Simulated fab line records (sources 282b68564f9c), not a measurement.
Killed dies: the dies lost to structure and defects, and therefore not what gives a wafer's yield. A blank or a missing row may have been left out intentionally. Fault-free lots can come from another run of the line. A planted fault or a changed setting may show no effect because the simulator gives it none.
fab line records	flow ritCmos
record lots=6	wafers=18	lastDay=8
route steps=202 shown M1@184
lots with no fault: from the same line, run without faults
startH: hours from the record's first day to the start of the lot's first wafer shown	waitH: time in hours since the lot's previous step	" as in the row above	L1.1+2: several wafers, shown together as one row	- no value, or no start was given	* or withheld: withheld	< > ~ a bound
route shown NAME@n: NAME is a module with steps in the file, n the number in the route of the first one	usual: mean/standard deviation taken from wafers without a fault	same: alike in all rows	chamber/n: place in a boat	sites: per-site readings	_std_site: standard deviation across them	_edge_site: the outer-site mean with the inner-site mean subtracted	radiusMm: for every site, how far away it sits from the centre of the wafer	mask NAME#n: copy n	behind: the most recent tool/chamber to have shaped the wafer	hold: cause of the lot's hold/its duration in hours/its outcome	device: names the non-switching transistor (n, p or np)	end of line: the tests these same wafers got at the end of their route	a step given without rows: its recipe and nothing more	killed: dies that structure and defects cost at the first sort, which is not the same as the wafer's yield	map: dies across one wafer; x = killed, . = not, _ = none there
set.NAME: the run value of the setting; set.NAME@STEP: its run value at that earlier step	model.NAME: the simulator's own value behind a step, which no gauge read
certain route steps with their lots: each step a table, each wafer a row
services: from which hour (startH, from the record's first day; less than 0 if before it) a tool's chamber was out of use, for how many hours, and why
## steps
# step RIT_M1_SPUTTER_00
# recipe material=Al	targetThkNm=400	powerW=2000	chamberPressurePa=0.4	gas=Ar	timeS=500	substrateTempC=25
# usual throttleValvePct=29.7/1.2
lot.wafer	tool	chamber	startH	waitH	throttleValvePct
L478.1	pvdSputter-01	-	57.38	0.0	27.9
L478.2	"	-	"	"	28.0
L478.3	"	-	"	"	29.8
L485.1	pvdSputter-04	-	92.52	0.0	30.8
L485.3	"	-	"	"	30.8
L485.4	"	-	"	"	28.8
L496.1	pvdSputter-01	-	150.70	0.0	31.9
L496.2	"	-	"	"	29.5
L496.5	"	-	"	"	32.2
L499.2	pvdSputter-04	-	185.20	0.0	30.3
L499.4	"	-	"	"	29.1
L499.5	"	-	"	"	30.8
L500.2	pvdSputter-02	-	187.20	0.0	29.2
L500.3	"	-	"	"	28.4
L500.6	"	-	"	"	29.1
L501.1	pvdSputter-01	-	196.49	0.0	28.1
L501.5	"	-	"	"	32.3
L501.6	"	-	"	"	29.5
# step RIT_M1_RS_MEAS_01
# recipe thkMeasGauge=four-point-probe	reads=Al_of_M1_SPUTTER_00
# usual M1_AL_RS=0.0735/0.00083
lot.wafer	tool	chamber	startH	waitH	M1_AL_RS[ohm/sq]
L478.1	filmMetro-04	-	57.68	0.1	0.0746
L478.2	"	-	"	"	0.0748
L478.3	"	-	"	"	0.0746
L485.1	filmMetro-01	-	92.81	0.1	0.0735
L485.3	"	-	"	"	0.0743
L485.4	"	-	"	"	0.0743
L496.1	filmMetro-02	-	151.00	0.1	0.0737
L496.2	"	-	"	"	0.0738
L496.5	"	-	"	"	0.0731
L499.2	filmMetro-04	-	185.51	0.2	0.0726
L499.4	"	-	"	"	0.0728
L499.5	"	-	"	"	0.0721
L500.2	filmMetro-01	-	187.52	0.2	0.0738
L500.3	"	-	"	"	0.0738
L500.6	"	-	"	"	0.0741
L501.1	filmMetro-01	-	196.78	0.1	0.0746
L501.5	"	-	"	"	0.0747
L501.6	"	-	"	"	0.0745
# step RIT_M1_THK_MEAS_02
# recipe thkMeasGauge=xrf	reads=Al_of_M1_SPUTTER_00
# usual M1_AL_THK=407/4.9
lot.wafer	tool	chamber	startH	waitH	M1_AL_THK[nm]
L478.1	filmMetro-04	-	57.80	0.1	404
L478.2	"	-	"	"	402
L478.3	"	-	"	"	405
L485.1	filmMetro-01	-	92.93	0.1	407
L485.3	"	-	"	"	404
L485.4	"	-	"	"	402
L496.1	filmMetro-02	-	151.12	0.1	406
L496.2	"	-	"	"	407
L496.5	"	-	"	"	411
L499.2	filmMetro-04	-	185.62	0.1	411
L499.4	"	-	"	"	413
L499.5	"	-	"	"	417
L500.2	filmMetro-01	-	187.63	0.1	404
L500.3	"	-	"	"	404
L500.6	"	-	"	"	400
L501.1	filmMetro-01	-	196.90	0.1	399
L501.5	"	-	"	"	398
L501.6	"	-	"	"	402
# step RIT_M1_HMDS_03
# recipe primeTimeS=60	primeTempC=140
# step RIT_M1_COAT_04
# recipe resist=NOVOLAK	spinRpm=2000	resistThkNm=1300
# step RIT_M1_SOFTBAKE_05
# recipe resist=NOVOLAK	tempC=90	timeS=60
# step RIT_M1_EXPOSE_06
# recipe maskId=M12	na=0.6	sourceShape=conventional	sigmaOuter=0.5	targetCdNm=2600	doseMj=250
# step RIT_M1_PEB_07
# recipe resist=NOVOLAK	tempC=withheld	timeS=withheld
# step RIT_M1_DEVELOP_08
# recipe resist=NOVOLAK	developTimeS=68	devTempC=24.09
# step RIT_M1_CD_MEAS_09
# recipe targetCdNm=2600
# usual cdNm=2599.4/2.4
lot.wafer	tool	chamber	startH	waitH	cdNm
L478.1	cdSem-02	-	58.78	-	2599.8
L478.2	"	-	"	"	2597.4
L478.3	"	-	"	"	2599.2
L485.1	cdSem-02	-	94.10	-	2598.9
L485.3	"	-	"	"	2597.1
L485.4	"	-	"	"	2599.1
L496.1	cdSem-02	-	152.18	-	2599.1
L496.2	"	-	"	"	2598.2
L496.5	"	-	"	"	2597.0
L499.2	cdSem-02	-	186.70	-	2598.2
L499.4	"	-	"	"	2598.6
L499.5	"	-	"	"	2598.6
L500.2	cdSem-01	-	188.70	-	2598.7
L500.3	"	-	"	"	2595.7
L500.6	"	-	"	"	2600.4
L501.1	cdSem-01	-	197.96	-	2600.2
L501.5	"	-	"	"	2600.5
L501.6	"	-	"	"	2599.3
# step RIT_M1_OVL_MEAS_10
# usual M1_OVL=0.9/1.4
lot.wafer	tool	chamber	startH	waitH	M1_OVL[nm]
L478.1	overlay-02	-	58.90	0.1	1.4
L478.2	"	-	"	"	-1.6
L478.3	"	-	"	"	1.4
L485.1	overlay-02	-	94.22	0.1	0.5
L485.3	"	-	"	"	-0.4
L485.4	"	-	"	"	-0.7
L496.1	overlay-01	-	152.30	0.1	1.4
L496.2	"	-	"	"	3.6
L496.5	"	-	"	"	2.2
L499.2	overlay-01	-	186.80	0.1	-1.7
L499.4	"	-	"	"	-2.2
L499.5	"	-	"	"	-1.9
L500.2	overlay-02	-	188.81	0.1	1.2
L500.3	"	-	"	"	1.1
L500.6	"	-	"	"	0.5
L501.1	overlay-02	-	198.08	0.1	0.2
L501.5	"	-	"	"	-0.1
L501.6	"	-	"	"	-1.2
# step RIT_M1_HARDBAKE_11
# recipe resist=NOVOLAK	tempC=140	timeS=120
# step RIT_M1_METAL_ETCH_12
# recipe stopOn=SiO2	chemistry=Cl2/BCl3	target=Al	timeS=165	overEtchFrac=0.5	pressureMtorr=100	targetDepthA=6000	rfW=250	Cl2_flow_sccm=60	bcl3FlowSccm=50
# usual drypumpMotorCurrentA=5.5/0.39	oesProductAu=0.784/0.0079	overEtchFrac=0.5/0	throttleValvePct=8.27/0.055
lot.wafer	tool	chamber	startH	waitH	drypumpMotorCurrentA	oesProductAu	overEtchFrac	rfHoursCounterH	throttleValvePct	model.NOVOLAK_of_M1_COAT_04.thkNm	model.M1.featureDepthNm	model.SiO2_of_CONTACT_CVD_00.thkNm
L478.1	rieMetal-02	0	59.18	0.2	5.7	0.770	0.5	4.3	8.23	797.7	427.1	357.6
L478.2	"	1	"	"	6.3	0.776	0.5	4.3	8.36	806	425.9	363.6
L478.3	"	0	"	"	5.7	0.783	0.5	-	8.21	800.2	427.8	360.9
L485.1	rieMetal-01	0	94.51	0.2	5.3	0.774	0.5	0.9	8.31	806.2	432	359.3
L485.3	"	1	"	"	5.4	0.782	0.5	-	8.21	805.9	428.2	361.3
L485.4	"	0	"	"	5.3	0.768	0.5	-	8.31	811.7	427	359.5
L496.1	rieMetal-01	1	152.59	0.2	5.4	0.634	1.25	1.6	8.23	642.3	450.8	342.1
L496.2	"	0	"	"	5.3	0.632	1.25	1.6	8.33	643.8	448.3	351.5
L496.5	"	0	"	"	5.3	0.634	1.25	-	8.32	642.5	452.2	352.1
L499.2	rieMetal-01	1	187.08	0.2	5.4	0.632	1.25	1.8	8.22	640.3	454.9	341.7
L499.4	"	1	"	"	5.4	0.631	1.25	-	8.24	637.9	454.2	351.1
L499.5	"	0	"	"	5.3	0.635	1.25	-	8.32	646.7	457.8	341.5
L500.2	rieMetal-03	1	189.09	0.2	5.0	0.778	0.5	3.2	8.29	806.2	430	363.4
L500.3	"	0	"	"	5.6	0.781	0.5	-	8.26	805.7	430.9	367.9
L500.6	"	0	"	"	5.6	0.780	0.5	-	8.25	801.7	429.6	367.1
L501.1	rieMetal-02	0	198.37	0.2	5.6	0.781	0.5	5.9	8.23	793.9	428	360.7
L501.5	"	0	"	"	5.6	0.773	0.5	-	8.24	796.2	427.5	361.4
L501.6	"	1	"	"	6.3	0.778	0.5	-	8.38	795.6	427.4	364.3
# step RIT_M1_STRIP_13
# recipe chemistry=nmp	resist=NOVOLAK	tempC=80	timeS=600	dry=n2Spin
# step RIT_M1_STRIP_14
# recipe chemistry=O2	timeS=180	platenTempC=withheld	powerW=500	pressureMtorr=4000	o2FlowSccm=4000
# usual drypumpMotorCurrentA=5.7/0.47	rfReflPowerW=6.8/1.1
lot.wafer	tool	chamber	startH	waitH	drypumpMotorCurrentA	rfHoursCounterH	rfReflPowerW
L478.1	plasmaAsher-04	0	59.54	0.0	5.2	29	7.3
L478.2	"	1	"	"	5.4	29	5.1
L478.3	"	0	"	"	5.2	-	7.0
L485.1	plasmaAsher-04	1	94.85	0.0	5.4	33	5.1
L485.3	"	0	"	"	5.2	-	6.9
L485.4	"	1	"	"	5.4	-	5.1
L496.1	plasmaAsher-03	1	152.93	0.0	6.1	48	7.9
L496.2	"	0	"	"	6.3	48	5.8
L496.5	"	1	"	"	6.1	-	7.9
L499.2	plasmaAsher-04	0	187.42	0.0	5.2	41	6.9
L499.4	"	0	"	"	5.2	-	7.4
L499.5	"	0	"	"	5.2	-	7.4
L500.2	plasmaAsher-02	1	189.43	0.0	5.4	6	7.6
L500.3	"	0	"	"	6.4	-	7.3
L500.6	"	0	"	"	6.4	-	7.3
L501.1	plasmaAsher-04	1	198.71	0.0	5.4	42	5.2
L501.5	"	1	"	"	5.4	-	5.1
L501.6	"	0	"	"	5.2	-	7.1
# step RIT_M1_CD_MEAS_90
# recipe targetCdNm=2600
# usual cdNm=2599.1/2.7
lot.wafer	tool	chamber	startH	waitH	cdNm
L478.1	cdSem-01	-	59.71	0.1	2599.1
L478.2	"	-	"	"	2598.8
L478.3	"	-	"	"	2599.6
L485.1	cdSem-02	-	95.02	0.1	2598.3
L485.3	"	-	"	"	2598.2
L485.4	"	-	"	"	2597.5
L496.1	cdSem-01	-	153.10	0.1	2588.7
L496.2	"	-	"	"	2585.5
L496.5	"	-	"	"	2585.9
L499.2	cdSem-02	-	187.61	0.1	2584.7
L499.4	"	-	"	"	2584.6
L499.5	"	-	"	"	2585.9
L500.2	cdSem-02	-	189.62	0.1	2600.9
L500.3	"	-	"	"	2596.8
L500.6	"	-	"	"	2601.4
L501.1	cdSem-01	-	198.88	0.1	2599.1
L501.5	"	-	"	"	2597.9
L501.6	"	-	"	"	2599.3
# step RIT_M1_ANNEAL_15
# recipe tempC=450	timeS=1800	ambient=forming_gas_H2N2
# step RIT_M1_PROBE_99
# usual defectLimitedYield=97.3/1.2	killedAtContacts=0.1/0.25	killedAtFrontEnd=7/3.3	killedDies=7/3.2	killedOpen=3.6/2.2	killedShort=3.5/2	sort_bin_3_pad_short=0.2/0.24	sort_bin_5_function=1.5/0.88	sort_bin_6_memory=1.0/0.68	sortNPass=257/3.2	sortYieldPct=97.3/1.2
# same grossDies=264	killed_at_M0_to_M3=0	killed_at_M4_up=0	killedAtBackSide=0	killedAtOther=0
lot.wafer	tool	chamber	startH	waitH	defectLimitedYield[%]	killedAtContacts	killedAtFrontEnd	killedDies	killedOpen	killedShort	sort_bin_3_pad_short[%]	sort_bin_5_function[%]	sort_bin_6_memory[%]	sortNPass	sortYieldPct[%]	model.etest.antennaM1.gateLog10ACm2	model.etest.antennaM1.vtShiftV
L478.1	prober-02	-	61.45	0.1	97.3	0	7	7	4	3	0	1.5	1.1	257	97.3	-6.104	-0.01699
L478.2	prober-02	-	61.50	0.1	96.2	0	10	10	6	4	0	1.5	2.3	254	96.2	-6.169	-0.01415
L478.3	prober-02	-	61.55	0.2	97.3	0	7	7	5	2	0.4	1.9	0.4	257	97.3	-6.173	-0.01331
L485.1	prober-01	-	96.76	0.1	98.9	0	3	3	3	0	0	0	1.1	261	98.9	-6.165	-0.008695
L485.3	prober-01	-	96.86	0.2	93.9	0	16	16	7	9	0	3.8	2.3	248	93.9	-5.979	-0.01332
L485.4	prober-01	-	96.91	0.2	95.8	0	11	11	8	3	0	1.5	2.7	253	95.8	-6.78	-0.01074
L496.1	prober-02	-	156.26	0.1	97.3	0	7	7	3	4	0.8	0.8	1.1	257	97.3	-5.865	-0.02776
L496.2	prober-02	-	156.31	0.1	97.0	0	8	8	3	5	0.4	2.3	0.4	256	97.0	-5.905	-0.03093
L496.5	prober-02	-	156.46	0.2	98.5	0	4	4	1	3	0.8	0.4	0.4	260	98.5	-6.285	-0.03032
L499.2	prober-01	-	189.38	0.1	97.7	0	6	6	6	0	0	1.1	1.1	258	97.7	-6.109	-0.02595
L499.4	prober-01	-	189.48	0.2	96.6	0	9	9	3	6	0	2.3	1.1	255	96.6	-6.41	-0.02866
L499.5	prober-01	-	189.53	0.2	95.1	0	13	13	6	7	0	3.8	1.1	251	95.1	-6.327	-0.02581
L500.2	prober-02	-	191.39	0.1	97.0	0	8	8	5	3	0	1.9	1.1	256	97.0	-6.088	-0.009403
L500.3	prober-02	-	191.44	0.2	98.1	0	5	5	3	2	0.4	0.8	0.8	259	98.1	-5.926	-0.01413
L500.6	prober-02	-	191.59	0.2	97.7	0	6	6	3	3	0	1.1	1.1	258	97.7	-6.606	-0.01545
L501.1	prober-01	-	200.62	0.1	97.7	1	5	6	3	3	0	1.1	1.1	258	97.7	-5.732	-0.0122
L501.5	prober-01	-	200.82	0.2	98.9	0	3	3	2	1	0	0.8	0.4	261	98.9	-6.088	-0.01126
L501.6	prober-01	-	200.87	0.2	98.1	0	5	5	4	1	0	0.8	1.1	259	98.1	-6.263	-0.01729
# killed by level:class
L478.1 REOX:geometricParticle:short=2 SPACER:geometricParticle:open=2 FOX2:geometricParticle:open=1 REOX:geometricParticle:open=1 SPACER:geometricParticle:short=1
L478.2 FOX2:geometricParticle:open=2 GATE:geometricParticle:open=2 REOX:geometricParticle:short=2 FOX1:geometricParticle:short=1 GATE:geometricParticle:short=1 REOX:geometricParticle:open=1 SPACER:geometricParticle:open=1
L478.3 REOX:geometricParticle:open=2 SPACER:geometricParticle:short=2 GATE:geometricParticle:open=1 SPACER:geometricParticle:open=1 SILICIDE:geometricParticle:open=1
L485.1 GATE:geometricParticle:open=2 SPACER:geometricParticle:open=1
L485.3 GATE:geometricParticle:short=4 REOX:geometricParticle:short=3 REOX:geometricParticle:open=3 GATE:geometricParticle:open=2 FOX1:geometricParticle:short=1 SPACER:geometricParticle:open=1 SILICIDE:geometricParticle:short=1 SILICIDE:geometricParticle:open=1
L485.4 SPACER:geometricParticle:open=4 REOX:geometricParticle:open=2 FOX2:geometricParticle:open=1 GATE:geometricParticle:short=1 GATE:geometricParticle:open=1 REOX:geometricParticle:short=1 SPACER:geometricParticle:short=1
L496.1 GATE:geometricParticle:short=3 GATE:geometricParticle:open=2 ACTIVE:geometricParticle:short=1 SILICIDE:geometricParticle:open=1
L496.2 GATE:geometricParticle:short=3 FOX2:geometricParticle:open=2 FOX2:geometricParticle:short=1 GATE:geometricParticle:open=1 SPACER:geometricParticle:short=1
L496.5 GATE:geometricParticle:short=2 FOX1:geometricParticle:short=1 SPACER:geometricParticle:open=1
L499.2 FOX1:geometricParticle:open=2 SPACER:geometricParticle:open=2 GATE:geometricParticle:open=1 REOX:geometricParticle:open=1
L499.4 GATE:geometricParticle:short=2 SILICIDE:geometricParticle:short=2 FOX1:geometricParticle:open=1 GATE:geometricParticle:open=1 REOX:geometricParticle:open=1 REOX:geometricParticle:short=1 SPACER:geometricParticle:short=1
L499.5 FOX1:geometricParticle:short=3 GATE:geometricParticle:open=3 SPACER:geometricParticle:short=2 SILICIDE:geometricParticle:open=2 FOX2:geometricParticle:short=1 REOX:geometricParticle:short=1 REOX:geometricParticle:open=1
L500.2 GATE:geometricParticle:open=5 GATE:geometricParticle:short=2 SILICIDE:geometricParticle:short=1
L500.3 FOX2:geometricParticle:short=2 REOX:geometricParticle:open=2 GATE:geometricParticle:open=1
L500.6 SPACER:geometricParticle:open=2 SPACER:geometricParticle:short=2 FOX1:geometricParticle:short=1 GATE:geometricParticle:open=1
L501.1 FOX1:geometricParticle:short=2 FOX1:geometricParticle:open=1 FOX2:geometricParticle:open=1 GATE:geometricParticle:open=1 CONTACT:geometricParticle:short=1
L501.5 FOX1:geometricParticle:short=1 GATE:geometricParticle:open=1 SPACER:geometricParticle:open=1
L501.6 FOX1:geometricParticle:short=1 FOX1:geometricParticle:open=1 FOX2:geometricParticle:open=1 SPACER:geometricParticle:open=1 SILICIDE:geometricParticle:open=1
## services
tool	chamber	startH	hours	kind
plasmaAsher-03	-	41.29	28.1	pm
plasmaAsher-02	-	57.74	2.3	repair
rieMetal-03	-	61.18	2.9	repair
pvdSputter-01	-	65.23	1.4	repair
plasmaAsher-03	-	102.36	0.6	repair
plasmaAsher-02	-	108.75	9.0	pm
plasmaAsher-02	0	108.75	9.0	ventCycle
plasmaAsher-02	1	108.75	9.0	ventCycle
plasmaAsher-02	0	117.75	-	clean
plasmaAsher-02	1	117.75	-	clean
rieMetal-03	-	122.00	14.6	pm
rieMetal-02	1	133.17	29.5	repair
plasmaAsher-04	-	142.29	2.6	repair
rieMetal-03	1	156.39	1.1	repair
pvdSputter-01	-	173.69	9.4	repair
rieMetal-01	0	179.77	4.2	repair
## key
firstSign step=RIT_M1_METAL_ETCH_12	reading=overEtchFrac	direction=up	sigmas=99+	usual=0.5	struck=1.25
effect step=RIT_M1_METAL_ETCH_12	reading=oesProductAu	direction=down	sigmas=19	usual=0.784	struck=0.633
effect step=RIT_M1_CD_MEAS_90	reading=cdNm	direction=down	sigmas=4.9	usual=2599.1	struck=2585.9
modelEffect step=RIT_M1_METAL_ETCH_12	value=NOVOLAK_of_M1_COAT_04.thkNm	without=807.7	struck=642.3
modelEffect step=RIT_M1_PROBE_99	value=etest.antennaM1.gateLog10ACm2	without=-6.609	struck=-6.15
metAt RIT_M1_METAL_ETCH_12
struckWafers L496.1,L496.2,L496.5,L499.2,L499.4,L499.5
onsetBetween 94.51 152.59
fault kind=processParameterDrift	tool=rieMetal-01	chamber=-	onsetH=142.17	steps=RIT_M1_METAL_ETCH_12	channel=overEtchFrac	offset=0.75	shape=step	endH=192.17	stated=0.5
